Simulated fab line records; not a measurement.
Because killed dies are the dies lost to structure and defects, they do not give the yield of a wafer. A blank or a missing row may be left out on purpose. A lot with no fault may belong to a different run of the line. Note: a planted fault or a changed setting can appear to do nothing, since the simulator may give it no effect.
Split-lot trial :: flow berkeley_cmos170 :: 5 lots, 23 wafers read, on a route of 331 steps

== ABOUT THE SPLIT ==
At UCB170_GATE_OXIDATION_01 (target thk 6.6 nm, ox time 1800 s), the setting ox_time_s was moved away from the recipe's 1800 s on 10 of the 23 wafers read, by -11.8% to +11.3%. This setting was run at the recipe's value on the other wafers.

There is no step in the file separating the split from the reading.

== THE READING ==
At UCB170_GATE_THK_MEAS_02: GATE_OXIDE_THK, given in nm. On this fab line, fault-free wafers typically give 6.57 nm with a standard deviation of 0.13 nm.

wafer: L074.1
tool, chamber at the split: -, -
ox_time_s as run, s: 1800
against the recipe: recipe
GATE_OXIDE_THK, nm: 6.58
against lot-mates on the recipe: -

wafer: L074.2
tool, chamber at the split: -, -
ox_time_s as run, s: 1800
against the recipe: recipe
GATE_OXIDE_THK, nm: 6.56
against lot-mates on the recipe: -

wafer: L074.3
tool, chamber at the split: -, -
ox_time_s as run, s: 1800
against the recipe: recipe
GATE_OXIDE_THK, nm: 6.41
against lot-mates on the recipe: -

wafer: L074.4
tool, chamber at the split: -, -
ox_time_s as run, s: 1800
against the recipe: recipe
GATE_OXIDE_THK, nm: 6.50
against lot-mates on the recipe: -

wafer: L074.5
tool, chamber at the split: -, -
ox_time_s as run, s: 1800
against the recipe: recipe
GATE_OXIDE_THK, nm: 6.60
against lot-mates on the recipe: -

wafer: L077.1
tool, chamber at the split: -, -
ox_time_s as run, s: 2004
against the recipe: +11.3%
GATE_OXIDE_THK, nm: 7.01
against lot-mates on the recipe: no lot-mate on the recipe

wafer: L077.2
tool, chamber at the split: -, -
ox_time_s as run, s: 2004
against the recipe: +11.3%
GATE_OXIDE_THK, nm: 7.17
against lot-mates on the recipe: no lot-mate on the recipe

wafer: L077.3
tool, chamber at the split: -, -
ox_time_s as run, s: 2004
against the recipe: +11.3%
GATE_OXIDE_THK, nm: 7.07
against lot-mates on the recipe: no lot-mate on the recipe

wafer: L077.4
tool, chamber at the split: -, -
ox_time_s as run, s: 2004
against the recipe: +11.3%
GATE_OXIDE_THK, nm: 7.14
against lot-mates on the recipe: no lot-mate on the recipe

wafer: L077.5
tool, chamber at the split: -, -
ox_time_s as run, s: 2004
against the recipe: +11.3%
GATE_OXIDE_THK, nm: 7.13
against lot-mates on the recipe: no lot-mate on the recipe

wafer: L078.2
tool, chamber at the split: -, -
ox_time_s as run, s: 1800
against the recipe: recipe
GATE_OXIDE_THK, nm: 6.59
against lot-mates on the recipe: -

wafer: L078.3
tool, chamber at the split: -, -
ox_time_s as run, s: 1800
against the recipe: recipe
GATE_OXIDE_THK, nm: 6.71
against lot-mates on the recipe: -

wafer: L078.4
tool, chamber at the split: -, -
ox_time_s as run, s: 1800
against the recipe: recipe
GATE_OXIDE_THK, nm: 6.83
against lot-mates on the recipe: -

wafer: L078.5
tool, chamber at the split: -, -
ox_time_s as run, s: 1800
against the recipe: recipe
GATE_OXIDE_THK, nm: 6.71
against lot-mates on the recipe: -

wafer: L078.6
tool, chamber at the split: -, -
ox_time_s as run, s: 1800
against the recipe: recipe
GATE_OXIDE_THK, nm: 6.54
against lot-mates on the recipe: -

wafer: L079.2
tool, chamber at the split: furnace-04, 0
ox_time_s as run, s: 1800
against the recipe: recipe
GATE_OXIDE_THK, nm: 6.45
against lot-mates on the recipe: -

wafer: L079.4
tool, chamber at the split: furnace-04, 0
ox_time_s as run, s: 1800
against the recipe: recipe
GATE_OXIDE_THK, nm: 6.26
against lot-mates on the recipe: -

wafer: L079.5
tool, chamber at the split: furnace-04, 0
ox_time_s as run, s: 1800
against the recipe: recipe
GATE_OXIDE_THK, nm: 6.40
against lot-mates on the recipe: -

wafer: L083.1
tool, chamber at the split: -, -
ox_time_s as run, s: 1588
against the recipe: -11.8%
GATE_OXIDE_THK, nm: 5.98
against lot-mates on the recipe: no lot-mate on the recipe

wafer: L083.2
tool, chamber at the split: -, -
ox_time_s as run, s: 1588
against the recipe: -11.8%
GATE_OXIDE_THK, nm: 6.00
against lot-mates on the recipe: no lot-mate on the recipe

wafer: L083.3
tool, chamber at the split: -, -
ox_time_s as run, s: 1588
against the recipe: -11.8%
GATE_OXIDE_THK, nm: 5.99
against lot-mates on the recipe: no lot-mate on the recipe

wafer: L083.4
tool, chamber at the split: -, -
ox_time_s as run, s: 1588
against the recipe: -11.8%
GATE_OXIDE_THK, nm: 6.14
against lot-mates on the recipe: no lot-mate on the recipe

wafer: L083.6
tool, chamber at the split: -, -
ox_time_s as run, s: 1588
against the recipe: -11.8%
GATE_OXIDE_THK, nm: 6.01
against lot-mates on the recipe: no lot-mate on the recipe

FIT RESULTS
A straight line over all 23 wafers: GATE_OXIDE_THK changes by +0.0467 nm for each +1% of ox_time_s; r = +0.95; the points scatter about the line by 0.12 nm.
Too few moved wafers with a lot-mate on the recipe to fit a line net of each lot's own level.

== THE WHOLE CHAIN: every reading that the file lists as answering this split, in the file's order ==
step: UCB170_GATE_OXIDATION_01
what it does: target thk 6.6 nm, ox time 1800 s
reading: SiO2_of_GATE_OXIDATION_01.thk_nm (the simulator's own value, which no gauge read)
change (the file's fit): +0.0465 nm for each +1% of the setting
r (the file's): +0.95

step: UCB170_GATE_THK_MEAS_02
what it does: 
reading: GATE_OXIDE_THK
change (the file's fit): +0.0467 for each +1% of the setting
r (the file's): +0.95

step: UCB170_GATE_ETCH_15
what it does: etches poly-Si in HBr/Cl2, stops on SiO2, time 56.3 s, target depth 278.2 nm
reading: SiO2_of_GATE_OXIDATION_01.thk_nm (the simulator's own value, which no gauge read)
change (the file's fit): +0.047 nm for each +1% of the setting
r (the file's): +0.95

== FILE'S OWN FIT ==
GATE_OXIDE_THK changes by +0.0467 nm for each +1% of ox_time_s, r = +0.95.
